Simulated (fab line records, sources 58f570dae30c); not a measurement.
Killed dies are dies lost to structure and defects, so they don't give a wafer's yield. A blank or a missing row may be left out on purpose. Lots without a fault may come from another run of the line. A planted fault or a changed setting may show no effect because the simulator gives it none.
Which tool did it? | flow berkeley_cmos170 | 14 lots, 42 wafers sampled, at 5 steps of a route of 331

WHAT THE GAUGES READ, wafer by wafer
UCB170_M1_RS_MEAS_01: measures by four-point-probe.
lot  | measured     | on            | M1_AL_RS (ohm/sq)
L713 | day 7 11:53  | film_metro-01 | 0.0487 0.0484 0.0486
L712 | day 7 12:26  | film_metro-01 | 0.0475 0.0483 0.0480
L711 | day 7 12:09  | film_metro-02 | 0.0492 0.0497 0.0486
L714 | day 7 14:16  | film_metro-01 | 0.0480 0.0483 0.0484
L716 | day 8 05:25  | film_metro-02 | 0.0484 0.0483 0.0487
L715 | day 8 05:17  | film_metro-03 | 0.0482 0.0480 0.0485
L717 | day 8 05:44  | film_metro-03 | 0.0490 0.0486 0.0490
L722 | day 9 04:05  | film_metro-01 | 0.0475 0.0477 0.0480
L725 | day 9 23:04  | film_metro-03 | 0.0482 0.0476 0.0477
L727 | day 10 07:17 | film_metro-02 | 0.0489 0.0485 0.0490
L728 | day 10 08:05 | film_metro-02 | 0.0490 0.0486 0.0495
L731 | day 10 15:28 | film_metro-01 | 0.0485 0.0484 0.0491
L732 | day 11 11:18 | film_metro-02 | 0.0490 0.0483 0.0482
L733 | day 11 14:53 | film_metro-03 | 0.0475 0.0477 0.0476

UCB170_V1_THK_MEAS_01.
lot  | measured     | on            | V1_TEOS_THK (nm)
L713 | day 7 17:10  | film_metro-04 | 2017 1981 2018
L712 | day 7 17:18  | film_metro-01 | 1942 1962 1990
L711 | day 7 17:10  | film_metro-03 | 1997 1934 2030
L714 | day 7 20:56  | film_metro-03 | 2001 2034 2045
L716 | day 8 13:02  | film_metro-01 | 1981 1977 2010
L715 | day 8 13:02  | film_metro-03 | 1958 1963 2011
L717 | day 8 13:13  | film_metro-03 | 1956 2003 1991
L722 | day 9 09:59  | film_metro-03 | 1968 1997 1989
L725 | day 10 07:47 | film_metro-03 | 1957 1948 1977
L727 | day 10 12:37 | film_metro-04 | 1967 2014 1977
L728 | day 10 12:37 | film_metro-01 | 1994 1940 2015
L731 | day 10 21:22 | film_metro-01 | 1977 1985 2005
L732 | day 11 15:41 | film_metro-03 | 1990 1996 2031
L733 | day 11 21:42 | film_metro-01 | 2002 2016 2004

UCB170_V2_THK_MEAS_01.
lot  | measured     | on            | V2_TEOS_THK (nm)
L713 | day 8 01:08  | film_metro-03 | 1985 1963 1995
L712 | day 8 01:31  | film_metro-04 | 1996 1963 1972
L711 | day 8 01:24  | film_metro-02 | 1998 1986 2055
L714 | day 8 03:51  | film_metro-03 | 1999 1968 2002
L716 | day 8 19:35  | film_metro-03 | 1977 1968 2020
L715 | day 8 19:16  | film_metro-04 | 1981 1983 2008
L717 | day 8 20:10  | film_metro-04 | 1977 2006 2012
L722 | day 9 17:54  | film_metro-04 | 1949 1972 1952
L725 | day 10 14:08 | film_metro-03 | 830 1990 2026
L727 | day 10 19:11 | film_metro-02 | 1997 863 2010
L728 | day 10 19:33 | film_metro-04 | 1982 1993 2015
L731 | day 11 03:06 | film_metro-02 | 2002 2022 2025
L732 | day 11 21:14 | film_metro-04 | 1961 2006 1993
L733 | day 12 03:16 | film_metro-04 | 1977 2030 1982

WHICH TOOL RAN EACH LOT (tool, then ch and the chambers of the sampled wafers, then the start)
lot  | UCB170_SILICIDE_RTA_04           | UCB170_V2_CVD_00
L713 | rtp_anneal-02 ch 0, day 7 06:17  | pecvd-04 ch 0,1, day 8 00:59
L712 | rtp_anneal-01 ch 0, day 7 06:28  | pecvd-01 ch 0,1,2, day 8 01:21
L711 | rtp_anneal-02 ch 0, day 7 06:43  | pecvd-02 ch 1,2, day 8 01:15
L714 | rtp_anneal-02 ch 0, day 7 09:34  | pecvd-04 ch 0,1, day 8 03:42
L716 | rtp_anneal-02 ch 0, day 7 22:17  | pecvd-01 ch 0,1,2, day 8 19:26
L715 | rtp_anneal-02 ch 0, day 7 22:45  | pecvd-04 ch 0,2, day 8 19:07
L717 | rtp_anneal-02 ch 0, day 7 23:28  | pecvd-04 ch 0,1,2, day 8 19:59
L722 | rtp_anneal-02 ch 0, day 8 23:16  | pecvd-04 ch 0,1, day 9 17:45
L725 | rtp_anneal-02 ch 0, day 9 15:49  | pecvd-02 ch 1,2, day 10 13:59
L727 | rtp_anneal-02 ch 0, day 10 02:46 | pecvd-02 ch 0,1, day 10 19:02
L728 | rtp_anneal-02 ch 0, day 10 03:11 | pecvd-04 ch 0,1,2, day 10 19:23
L731 | rtp_anneal-02 ch 0, day 10 09:04 | pecvd-04 ch 0,1, day 11 02:56
L732 | rtp_anneal-02 ch 0, day 11 05:26 | pecvd-01 ch 0,1, day 11 21:05
L733 | rtp_anneal-02 ch 0, day 11 09:55 | pecvd-04 ch 1,2, day 12 03:07
- UCB170_SILICIDE_RTA_04: time 15 s.
- UCB170_V2_CVD_00: deposits SiO2 from TEOS/O2, target thk 2000 nm, time 250 s.

WHAT THE TOOLS THEMSELVES READ (means of the sampled wafers that have a number; where no wafer has one, the mark that the record gives instead)
UCB170_SILICIDE_RTA_04.
lot  | tool          | lamp_power_pct (%) | wafer_temp_C_max
L713 | rtp_anneal-02 | 10.99              | 652.9
L712 | rtp_anneal-01 | 11.53              | 653.4
L711 | rtp_anneal-02 | 10.98              | 652.3
L714 | rtp_anneal-02 | 10.98              | 652.0
L716 | rtp_anneal-02 | 10.98              | 652.7
L715 | rtp_anneal-02 | 10.98              | 652.3
L717 | rtp_anneal-02 | 10.98              | 652.1
L722 | rtp_anneal-02 | 10.99              | 651.5
L725 | rtp_anneal-02 | 10.99              | 652.4
L727 | rtp_anneal-02 | 10.98              | 651.8
L728 | rtp_anneal-02 | 10.98              | 652.4
L731 | rtp_anneal-02 | 10.98              | 652.6
L732 | rtp_anneal-02 | 10.99              | 652.2
L733 | rtp_anneal-02 | 10.99              | 652.1

UCB170_V2_CVD_00.
lot  | tool     | heater_power_w (W) | run_length_s (s)
L713 | pecvd-04 | 265                | 277.9
L712 | pecvd-01 | 310                | 277.4
L711 | pecvd-02 | 219                | 278.2
L714 | pecvd-04 | 284                | 277.8
L716 | pecvd-01 | 267                | 277.6
L715 | pecvd-04 | 273                | 278.5
L717 | pecvd-04 | 249                | 278.0
L722 | pecvd-04 | 294                | 277.6
L725 | pecvd-02 | 233                | 230.5
L727 | pecvd-02 | 208                | 230.9
L728 | pecvd-04 | 276                | 277.9
L731 | pecvd-04 | 247                | 278.1
L732 | pecvd-01 | 249                | 277.4
L733 | pecvd-04 | 306                | 277.9

THE ANSWER, worked out from the rows above alone
Rule: what is usual is taken from the lots themselves. Put in order of their means at a reading, lots are off if they are a third of the lots or fewer, leave a main group of 4 or more, and stand apart from it by a gap of 3 or more times the standard deviation of the main group's means; of several such gaps the widest counts. A main group whose means are all the same, to the digits that the tables above print for the reading, isn't used. A lot without any number at a reading at which 4 lots or more have one is off too. The other lots that the step has rows for count as sound. The gauges are gone through in route order, then the tools' own readings, and for those a lot's mean is taken as printed above. The first step at which some lot is off is used, and at that step the reading that is off furthest; a lot without a number counts as furthest.
Off: L725, L727, at UCB170_V2_THK_MEAS_01 (V2_TEOS_THK). The main group: mean 1991 nm, standard deviation 15.
A tool fits if, at a process step before that reading, it ran every lot that is off, and no sound lot after the first of them. The gauges at UCB170_V2_THK_MEAS_01 aren't tried: what is off there is off at UCB170_V2_CVD_00 too, on other tools, and a gauge's error can't cause that. One fits: pecvd-02 at UCB170_V2_CVD_00. Its last sound lot is L711 (day 8 01:15), its first lot that is off L725 (day 10 13:59): a fault that began between those two fits.
The tool's own readings at UCB170_V2_CVD_00 bear it out: on the lots that are off they differ by more than 5 times the standard deviation of the sound lots' means. run_length_s reads 230.7 s there against 277.9 s on the sound lots.

WHAT THE SIMULATOR HAD PUT IN
Process parameter drift: pecvd-02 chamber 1, from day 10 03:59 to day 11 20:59, at UCB170_V2_CVD_00. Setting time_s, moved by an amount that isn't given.
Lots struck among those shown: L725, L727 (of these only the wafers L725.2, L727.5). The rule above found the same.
